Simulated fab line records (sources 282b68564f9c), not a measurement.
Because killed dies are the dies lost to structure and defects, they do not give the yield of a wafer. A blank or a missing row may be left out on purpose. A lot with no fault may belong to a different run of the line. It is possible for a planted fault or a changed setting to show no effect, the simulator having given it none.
fab line records -- flow rit-cmos
[record] lots = 6, wafers = 18, last-day = 7
route steps=202 shown GATE@92 REOX@98 NLDD@103 M1@202
lots that met no fault: from a run of the same line without faults
start-h: start of the lot's first displayed wafer, in hours after the record's first day -- wait-h: hours from the lot's prior step to this one -- " as in the row above -- L1.1+2: a row that stands for several wafers -- - value missing, or start not given -- * or withheld: withheld -- < > ~ a bound
route shown NAME@n: a module of which the file shows steps, and the number in the route of the first -- usual: mean/standard deviation taken from wafers without a fault -- same: alike in all rows -- chamber/n: place in a boat -- sites: per-site readings -- _std_site: the values' standard deviation -- _edge_site: mean of outer sites minus mean of inner sites -- radius-mm: for every site, how far away it sits from the centre of the wafer -- mask NAME#n: copy n -- behind: tool/chamber where the wafer was last shaped -- hold: cause of the lot's hold/its duration in hours/its outcome -- device: the n, p or np transistor that did not switch -- end of line: tests of these same wafers at the route's end -- a step without rows: its recipe alone -- killed: dies that structure and defects cost at the first sort, which is not the same as the wafer's yield -- map: per-die view of a wafer (x killed, . not killed, _ where there is no die)
set.NAME: the setting as run; set.NAME@STEP: as run at that earlier step -- model.NAME: the simulator's own value behind a step, which no gauge read
lots at selected steps of the route; one table per step, one row per wafer
services: the hour from which a tool's chamber was out of use, counted from the record's first day as start-h (under 0 if before that day), plus the number of hours and why
[[steps]]
[step RIT_GATE_CD_MEAS_16]
[recipe] target-cd-nm = 150
[usual] cd-nm = 149.6/2.2
lot.wafer,tool,chamber,start-h,wait-h,cd-nm
L254.1,cd-sem-02,-,45.21,-,155.3
L254.5,cd-sem-02,-,45.21,-,153.1
L254.6,cd-sem-02,-,45.21,-,152.6
L261.2,cd-sem-02,-,76.48,-,145.6
L261.3,cd-sem-02,-,76.48,-,148.0
L261.4,cd-sem-02,-,76.48,-,148.0
L264.1,cd-sem-02,-,91.24,-,151.0
L264.3,cd-sem-02,-,91.24,-,150.5
L264.6,cd-sem-02,-,91.24,-,150.6
L265.1,cd-sem-02,-,96.03,-,150.7
L265.5,cd-sem-02,-,96.03,-,149.2
L265.6,cd-sem-02,-,96.03,-,152.5
L272.1,cd-sem-02,-,132.79,-,150.8
L272.4,cd-sem-02,-,132.79,-,152.9
L272.6,cd-sem-02,-,132.79,-,153.2
L276.1,cd-sem-02,-,151.36,-,147.7
L276.3,cd-sem-02,-,151.36,-,145.2
L276.4,cd-sem-02,-,151.36,-,147.6
[step RIT_GATE_OVL_MEAS_17]
[usual] GATE_OVL = 0.2/1.6
lot.wafer,tool,chamber,start-h,wait-h,GATE_OVL[nm]
L254.1,overlay-01,-,45.33,0.1,1.3
L254.5,overlay-01,-,45.33,0.1,2.1
L254.6,overlay-01,-,45.33,0.1,1.2
L261.2,overlay-02,-,76.59,0.1,-0.8
L261.3,overlay-02,-,76.59,0.1,1.3
L261.4,overlay-02,-,76.59,0.1,0.6
L264.1,overlay-01,-,91.36,0.1,-0.5
L264.3,overlay-01,-,91.36,0.1,1.2
L264.6,overlay-01,-,91.36,0.1,0.6
L265.1,overlay-02,-,96.15,0.1,-2.7
L265.5,overlay-02,-,96.15,0.1,-0.6
L265.6,overlay-02,-,96.15,0.1,-0.1
L272.1,overlay-02,-,132.91,0.1,-2.7
L272.4,overlay-02,-,132.91,0.1,-1.5
L272.6,overlay-02,-,132.91,0.1,-1.3
L276.1,overlay-02,-,151.48,0.1,1.7
L276.3,overlay-02,-,151.48,0.1,2.8
L276.4,overlay-02,-,151.48,0.1,3.6
[step RIT_GATE_HARDBAKE_18]
[recipe] resist = NOVOLAK, temp-c = 140, time-s = 60
[step RIT_GATE_ETCH_19]
[recipe] chemistry = SF6/CHF3/O2, time-s = 165, SF6_flow_sccm = 30, CHF3_flow_sccm = 30, O2_flow_sccm = 5, target = poly-Si, pressure-mtorr = 40, rf-w = 160, target-depth-a = 3125, over-etch-frac = 0.25, stop-on = SiO2
[usual] drypump-motor-current-A = 5.96/0.28, oes-product-au = 0.856/0.014, throttle-valve-pct = 10.20/0.075
lot.wafer,tool,chamber,start-h,wait-h,drypump-motor-current-A,oes-product-au,rf-hours-counter-h,throttle-valve-pct
L254.1,rie-si-01,2,45.51,0.1,6.04,0.839,112,10.31
L254.5,rie-si-01,3,45.51,0.1,6.18,0.862,-,10.09
L254.6,rie-si-01,2,45.51,0.1,6.00,0.844,-,10.30
L261.2,rie-si-01,0,76.95,0.1,5.74,0.871,14,10.12
L261.3,rie-si-01,3,76.95,0.1,6.18,0.851,143,10.10
L261.4,rie-si-01,2,76.95,0.1,5.97,0.839,112,10.31
L264.1,rie-si-02,3,91.55,0.1,6.46,0.876,4,10.28
L264.3,rie-si-02,2,91.55,0.1,5.86,0.893,1,10.20
L264.6,rie-si-02,2,91.55,0.1,5.84,0.874,-,10.20
L265.1,rie-si-01,3,96.34,0.1,6.22,0.839,143,10.11
L265.5,rie-si-01,3,96.34,0.1,6.18,0.844,-,10.08
L265.6,rie-si-01,0,96.34,0.1,5.72,0.862,-,10.14
L272.1,rie-si-02,1,133.10,0.1,5.97,0.831,2,10.26
L272.4,rie-si-02,2,133.10,0.1,5.87,0.859,-,10.19
L272.6,rie-si-02,1,133.10,0.1,5.96,0.840,-,10.27
L276.1,rie-si-02,0,151.67,0.1,6.07,0.841,0,10.11
L276.3,rie-si-02,1,151.67,0.1,6.01,0.848,2,10.25
L276.4,rie-si-02,2,151.67,0.1,5.85,0.867,2,10.18
[step RIT_GATE_STRIP_20]
[recipe] chemistry = O2, time-s = 180, resist = NOVOLAK, platen-temp-c = withheld, power-w = 500, pressure-mtorr = 4000, o2-flow-sccm = 4000
[usual] drypump-motor-current-A = 5.6/0.66
lot.wafer,tool,chamber,start-h,wait-h,drypump-motor-current-A,rf-hours-counter-h
L254.1,plasma-asher-03,0,45.62,0.1,5.6,41
L254.5,plasma-asher-03,0,45.62,0.1,5.6,-
L254.6,plasma-asher-03,1,45.62,0.1,6.6,-
L261.2,plasma-asher-04,1,77.06,0.1,4.7,45
L261.3,plasma-asher-04,0,77.06,0.1,6.2,-
L261.4,plasma-asher-04,1,77.06,0.1,4.7,-
L264.1,plasma-asher-04,1,91.66,0.1,4.7,47
L264.3,plasma-asher-04,1,91.66,0.1,4.7,-
L264.6,plasma-asher-04,1,91.66,0.1,4.7,-
L265.1,plasma-asher-04,1,96.44,0.1,4.7,47
L265.5,plasma-asher-04,0,96.44,0.1,6.2,-
L265.6,plasma-asher-04,1,96.44,0.1,4.7,-
L272.1,plasma-asher-01,0,133.26,0.1,5.4,2
L272.4,plasma-asher-01,0,133.26,0.1,5.4,-
L272.6,plasma-asher-01,0,133.26,0.1,5.4,-
L276.1,plasma-asher-03,1,151.78,0.1,6.6,52
L276.3,plasma-asher-03,1,151.78,0.1,6.6,-
L276.4,plasma-asher-03,0,151.78,0.1,5.6,-
[step RIT_GATE_CD_MEAS_90]
[recipe] target-cd-nm = 150
[usual] cd-nm = 149.6/2.2
lot.wafer,tool,chamber,start-h,wait-h,cd-nm
L254.1,cd-sem-01,-,45.80,0.1,155.5
L254.5,cd-sem-01,-,45.80,0.1,152.5
L254.6,cd-sem-01,-,45.80,0.1,152.2
L261.2,cd-sem-01,-,77.26,0.1,146.0
L261.3,cd-sem-01,-,77.26,0.1,147.8
L261.4,cd-sem-01,-,77.26,0.1,148.0
L264.1,cd-sem-01,-,91.83,0.1,151.3
L264.3,cd-sem-01,-,91.83,0.1,150.6
L264.6,cd-sem-01,-,91.83,0.1,150.7
L265.1,cd-sem-01,-,96.62,0.1,150.5
L265.5,cd-sem-01,-,96.62,0.1,148.6
L265.6,cd-sem-01,-,96.62,0.1,152.3
L272.1,cd-sem-01,-,133.44,0.1,150.6
L272.4,cd-sem-01,-,133.44,0.1,152.7
L272.6,cd-sem-01,-,133.44,0.1,153.2
L276.1,cd-sem-01,-,151.95,0.1,147.5
L276.3,cd-sem-01,-,151.95,0.1,144.8
L276.4,cd-sem-01,-,151.95,0.1,147.6
[step RIT_REOX_CLEAN_00]
[recipe] chemistry = SC1, mix = 3:3:50, time-s = 600, temp-c = 75
[step RIT_REOX_CLEAN_01]
[recipe] chemistry = dHF, dilution = 50:1, time-s = 30
[step RIT_REOX_CLEAN_02]
[recipe] chemistry = SC2, mix = 3:3:50, time-s = 600, temp-c = 75, dry = n2-spin
[step RIT_REOX_OXIDATION_03]
[recipe] temp-c = 900, ambient = O2, target-thk-a = 252, ox-time-s = 5580
[step RIT_REOX_THK_MEAS_04]
[recipe] reads = SiO2_of_REOX_OXIDATION_03
[usual] REOX_OXIDE_THK = 25.2/0.45
lot.wafer,tool,chamber,start-h,wait-h,REOX_OXIDE_THK[nm]
L254.1,film-metro-04,-,49.60,0.0,25.0
L254.5,film-metro-04,-,49.60,0.0,25.1
L254.6,film-metro-04,-,49.60,0.0,24.9
L261.2,film-metro-03,-,80.87,0.0,25.1
L261.3,film-metro-03,-,80.87,0.0,25.0
L261.4,film-metro-03,-,80.87,0.0,25.4
L264.1,film-metro-03,-,94.98,0.0,25.6
L264.3,film-metro-03,-,94.98,0.0,26.0
L264.6,film-metro-03,-,94.98,0.0,25.7
L265.1,film-metro-04,-,100.23,0.0,25.0
L265.5,film-metro-04,-,100.23,0.0,24.9
L265.6,film-metro-04,-,100.23,0.0,25.3
L272.1,film-metro-02,-,136.47,0.0,25.3
L272.4,film-metro-02,-,136.47,0.0,25.1
L272.6,film-metro-02,-,136.47,0.0,25.3
L276.1,film-metro-04,-,154.99,0.0,24.8
L276.3,film-metro-04,-,154.99,0.0,24.8
L276.4,film-metro-04,-,154.99,0.0,24.7
[step RIT_NLDD_HMDS_00]
[recipe] prime-time-s = 60, prime-temp-c = 140
[step RIT_NLDD_COAT_01]
[recipe] resist = NOVOLAK, spin-rpm = 3250, resist-thk-nm = 1000
[usual] chill-plate-temp-C = 22.99/0.1
lot.wafer,tool,chamber,start-h,wait-h,chill-plate-temp-C,model.NOVOLAK_of_NLDD_COAT_01.thk-nm
L254.1,litho-track-03,0,49.81,0.1,22.90,996.1
L254.5,litho-track-03,0,49.81,0.1,22.95,996.8
L254.6,litho-track-03,0,49.81,0.1,22.96,997.9
L261.2,litho-track-02,0,81.10,0.1,22.96,1002
L261.3,litho-track-02,0,81.10,0.1,23.01,1001
L261.4,litho-track-02,0,81.10,0.1,22.96,1000
L264.1,litho-track-02,0,95.44,0.1,22.87,1014
L264.3,litho-track-02,0,95.44,0.1,22.97,1012
L264.6,litho-track-02,0,95.44,0.1,22.97,1009
L265.1,litho-track-02,0,100.47,0.1,23.10,1015
L265.5,litho-track-02,0,100.47,0.1,23.19,1011
L265.6,litho-track-02,0,100.47,0.1,23.18,1012
L272.1,litho-track-04,0,136.68,0.1,23.18,1003
L272.4,litho-track-04,0,136.68,0.1,22.94,999.4
L272.6,litho-track-04,0,136.68,0.1,23.21,1002
L276.1,litho-track-03,0,155.25,0.1,22.82,995.9
L276.3,litho-track-03,0,155.25,0.1,22.83,1001
L276.4,litho-track-03,0,155.25,0.1,22.89,1000
[step RIT_NLDD_SOFTBAKE_02]
[recipe] resist = NOVOLAK, temp-c = 90, time-s = 60
[step RIT_NLDD_EXPOSE_03]
[recipe] mask-id = M7, na = 0.57, target-cd-nm = 40700, dose-mj = 250
[step RIT_NLDD_PEB_04]
[recipe] resist = NOVOLAK, temp-c = withheld, time-s = withheld
[step RIT_NLDD_DEVELOP_05]
[recipe] resist = NOVOLAK, develop-time-s = 50, dev-temp-c = 23
[step RIT_NLDD_OVL_MEAS_06]
[usual] NLDD_OVL = -0.1/1.3
lot.wafer,tool,chamber,start-h,wait-h,NLDD_OVL[nm]
L254.1,overlay-02,-,50.64,-,-0.8
L254.5,overlay-02,-,50.64,-,-0.8
L254.6,overlay-02,-,50.64,-,1.0
L261.2,overlay-02,-,81.78,-,1.4
L261.3,overlay-02,-,81.78,-,0.6
L261.4,overlay-02,-,81.78,-,1.0
L264.1,overlay-01,-,96.14,-,2.2
L264.3,overlay-01,-,96.14,-,1.4
L264.6,overlay-01,-,96.14,-,-1.2
L265.1,overlay-01,-,101.39,-,0.5
L265.5,overlay-01,-,101.39,-,0.8
L265.6,overlay-01,-,101.39,-,0.2
L272.1,overlay-02,-,137.51,-,-0.8
L272.4,overlay-02,-,137.51,-,-3.2
L272.6,overlay-02,-,137.51,-,-3.7
L276.1,overlay-01,-,155.95,-,0.3
L276.3,overlay-01,-,155.95,-,0.8
L276.4,overlay-01,-,155.95,-,1.8
[step RIT_NLDD_HARDBAKE_07]
[recipe] resist = NOVOLAK, temp-c = 140, time-s = 60
[usual] chill-plate-temp-C = 23.01/0.1
lot.wafer,tool,chamber,start-h,wait-h,chill-plate-temp-C,model.NOVOLAK_of_NLDD_COAT_01.thk-nm
L254.1,litho-track-02,0,50.67,0.0,23.18,880.4
L254.5,litho-track-02,0,50.67,0.0,23.05,881
L254.6,litho-track-02,0,50.67,0.0,23.08,882
L261.2,litho-track-03,0,82.05,0.3,22.98,885.2
L261.3,litho-track-03,0,82.05,0.3,23.07,885
L261.4,litho-track-03,0,82.05,0.3,23.09,883.9
L264.1,litho-track-02,0,96.18,0.0,23.11,896
L264.3,litho-track-02,0,96.18,0.0,23.02,894.2
L264.6,litho-track-02,0,96.18,0.0,23.05,891.3
L265.1,litho-track-03,0,101.48,0.1,23.04,896.8
L265.5,litho-track-03,0,101.48,0.1,22.86,893.3
L265.6,litho-track-03,0,101.48,0.1,22.97,894
L272.1,litho-track-02,0,137.54,0.0,23.03,886.1
L272.4,litho-track-02,0,137.54,0.0,23.15,883.3
L272.6,litho-track-02,0,137.54,0.0,23.12,885.2
L276.1,litho-track-02,0,155.98,0.0,23.01,880.2
L276.3,litho-track-02,0,155.98,0.0,23.04,884.7
L276.4,litho-track-02,0,155.98,0.0,22.82,883.8
[step RIT_NLDD_IMPLANT_08]
[recipe] species = P, energy-kev = 20, dose-cm2 = 5e+14, tilt-deg = 7
[step RIT_M1_PROBE_99]
[usual] killed-at-contacts = 0.1/0.27, killed-at-front-end = 6.1/2.9, killed-dies = 6.2/2.9, killed-open = 3.2/1.9, killed-short = 3/1.9
[same] gross-dies = 264, killed_at_M0_to_M3 = 0, killed_at_M4_up = 0, killed-at-back-side = 0, killed-at-other = 0
lot.wafer,tool,chamber,start-h,wait-h,killed-at-contacts,killed-at-front-end,killed-dies,killed-open,killed-short
L254.1,prober-01,-,66.87,0.1,0,4,4,2,2
L254.5,prober-01,-,67.07,0.2,0,5,5,2,3
L254.6,prober-01,-,67.12,0.2,0,4,4,1,3
L261.2,prober-01,-,97.59,0.1,0,1,1,0,1
L261.3,prober-01,-,97.64,0.2,0,6,6,3,3
L261.4,prober-01,-,97.69,0.2,1,7,8,3,5
L265.1,prober-02,-,116.70,0.1,0,5,5,4,1
L265.5,prober-02,-,116.90,0.2,0,11,11,7,4
L265.6,prober-02,-,116.95,0.2,1,9,10,4,6
L276.1,prober-01,-,174.23,0.1,0,12,12,4,8
L276.3,prober-01,-,174.33,0.2,0,5,5,2,3
L276.4,prober-01,-,174.38,0.2,0,4,4,3,1
// killed by level:class
L254.1 GATE:geometric-particle:open=1 GATE:geometric-particle:short=1 SPACER:geometric-particle:open=1 SPACER:geometric-particle:short=1
L254.5 SPACER:geometric-particle:open=2 GATE:geometric-particle:short=1 SPACER:geometric-particle:short=1 SILICIDE:geometric-particle:short=1
L254.6 FOX2:geometric-particle:short=1 GATE:geometric-particle:short=1 REOX:geometric-particle:open=1 SPACER:geometric-particle:short=1
L261.2 GATE:geometric-particle:short=1
L261.3 REOX:geometric-particle:open=2 FOX1:geometric-particle:short=1 GATE:geometric-particle:short=1 GATE:geometric-particle:open=1 REOX:geometric-particle:short=1
L261.4 FOX1:geometric-particle:short=2 GATE:geometric-particle:short=2 ACTIVE:geometric-particle:open=1 REOX:geometric-particle:open=1 SPACER:geometric-particle:open=1 CONTACT:geometric-particle:short=1
L265.1 SILICIDE:geometric-particle:open=2 FOX1:geometric-particle:short=1 FOX2:geometric-particle:open=1 SPACER:geometric-particle:open=1
L265.5 FOX1:geometric-particle:open=2 GATE:geometric-particle:open=2 SILICIDE:geometric-particle:open=2 FOX1:geometric-particle:short=1 FOX2:geometric-particle:short=1 REOX:geometric-particle:short=1 REOX:geometric-particle:open=1 SILICIDE:geometric-particle:short=1
L265.6 GATE:geometric-particle:short=3 FOX2:geometric-particle:short=2 FOX1:geometric-particle:open=1 FOX2:geometric-particle:open=1 GATE:geometric-particle:open=1 SILICIDE:geometric-particle:open=1 CONTACT:geometric-particle:short=1
L276.1 GATE:geometric-particle:short=6 GATE:geometric-particle:open=2 FOX1:geometric-particle:open=1 FOX2:geometric-particle:short=1 REOX:geometric-particle:short=1 SPACER:geometric-particle:open=1
L276.3 FOX1:geometric-particle:short=1 GATE:geometric-particle:short=1 GATE:geometric-particle:open=1 REOX:geometric-particle:open=1 SPACER:geometric-particle:short=1
L276.4 GATE:geometric-particle:open=2 GATE:geometric-particle:short=1 REOX:geometric-particle:open=1
[[services]]
tool,chamber,start-h,hours,kind
rie-si-02,-,75.80,1.2,repair
rie-si-01,2,79.38,5.0,repair
rie-si-01,3,84.62,4.9,repair
plasma-asher-01,-,108.85,9.0,pm
plasma-asher-01,0,108.85,9.0,vent-cycle
plasma-asher-01,1,108.85,9.0,vent-cycle
rie-si-02,0,111.21,6.5,repair
rie-si-02,0,117.69,-,clean
rie-si-02,0,117.69,18.6,scheduled-down
rie-si-02,0,117.69,18.6,vent-cycle
plasma-asher-01,0,117.85,-,clean
plasma-asher-01,1,117.85,-,clean
rie-si-02,3,128.69,6.2,repair
rie-si-01,3,142.15,-,clean
rie-si-01,3,142.15,15.1,scheduled-down
rie-si-01,3,142.15,15.1,vent-cycle
plasma-asher-04,-,151.20,3.0,repair
[[key]]
first-sign none at tools or gauges
[model-effect] step = RIT_NLDD_COAT_01, value = NOVOLAK_of_NLDD_COAT_01.thk-nm, without = 996, struck = 1012
[model-effect] step = RIT_NLDD_HARDBAKE_07, value = NOVOLAK_of_NLDD_COAT_01.thk-nm, without = 880.3, struck = 894.3
met-at RIT_NLDD_COAT_01
struck-wafers L264.1,L264.3,L264.6,L265.1,L265.5,L265.6
tester-left-out L264,L265
onset-between 81.10 95.44
also-fits RIT_GATE_STRIP_20:plasma-asher-04
[fault] kind = process-parameter-drift, tool = litho-track-02, chamber = -, onset-h = 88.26, steps = RIT_NLDD_COAT_01, channel = resist-thk-nm, offset = 15.991, shape = step, end-h = 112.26, acts-in = these-recipes-only, stated = 1000
// tester-left-out: of these lots the tester's yield and bins aren't shown, on N5 and GAA mostly nor the transistor test; their killed dies are dies lost to structure and defects alone, not to doping, threshold or leakage, so they don't give the yield
